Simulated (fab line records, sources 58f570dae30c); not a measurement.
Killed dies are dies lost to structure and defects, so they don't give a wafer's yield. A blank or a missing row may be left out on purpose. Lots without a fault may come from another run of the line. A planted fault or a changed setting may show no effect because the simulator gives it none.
Which tool did it? | flow berkeley_cmos170 | 14 lots, 42 wafers sampled, at 1 step of a route of 331

WHAT THE GAUGES READ, wafer by wafer
UCB170_NWELL_THK_MEAS_02. Usual: NWELL_OXIDE_THK 26.6 nm, standard deviation 0.45.
lot  | measured    | on            | NWELL_OXIDE_THK (nm) | flag
L385 | day 2 03:41 | film_metro-01 | 26.7 26.7 27.2       |
L388 | day 2 21:02 | film_metro-01 | 26.6 26.2 26.3       |
L390 | day 3 04:38 | film_metro-04 | 27.0 26.3 26.4       |
L389 | day 3 04:38 | film_metro-01 | 27.2 26.9 27.1       |
L392 | day 4 00:34 | film_metro-04 | 26.2 26.3 25.8       |
L396 | day 4 04:44 | film_metro-01 | 25.9 26.0 25.6       |
L394 | day 4 04:45 | film_metro-04 | 26.8 27.6 26.7       |
L399 | day 5 05:59 | film_metro-02 | 26.2 26.1 26.2       |
L401 | day 5 11:04 | film_metro-02 | 26.1 25.6 26.0       |
L402 | day 5 17:49 | film_metro-02 | 26.4 26.2 25.9       |
L403 | day 5 17:49 | film_metro-01 | 26.3 26.3 26.3       |
L406 | day 6 09:53 | film_metro-01 | 27.0 26.8 26.4       |
L405 | day 6 09:53 | film_metro-02 | 26.1 25.9 26.0       |
L407 | day 6 16:12 | film_metro-02 | 27.0 27.2 27.3       |

WHICH TOOL RAN EACH LOT (tool, then ch and the chambers of the sampled wafers, then the start)
The record holds no process step before these readings.

WHAT THE TOOLS THEMSELVES READ (means of the sampled wafers that have a number; where no wafer has one, the mark that the record gives instead)
The record holds no such reading with a usual standard deviation.

THE ANSWER, worked out from the rows above alone
Rule: a lot is off if the mean of its wafers that have a number lies more than 3 standard deviations from the usual mean. A lot without any number at a reading at which 4 lots or more have one is off too. The other lots that the step has rows for count as sound. The gauges are gone through in route order, then the tools' own readings, and for those a lot's mean is taken as printed above. The first step at which some lot is off is used, and at that step the reading that is off furthest; a lot without a number counts as furthest.
No lot is off at any reading shown: from this, nothing can be told.

WHAT THE SIMULATOR HAD PUT IN
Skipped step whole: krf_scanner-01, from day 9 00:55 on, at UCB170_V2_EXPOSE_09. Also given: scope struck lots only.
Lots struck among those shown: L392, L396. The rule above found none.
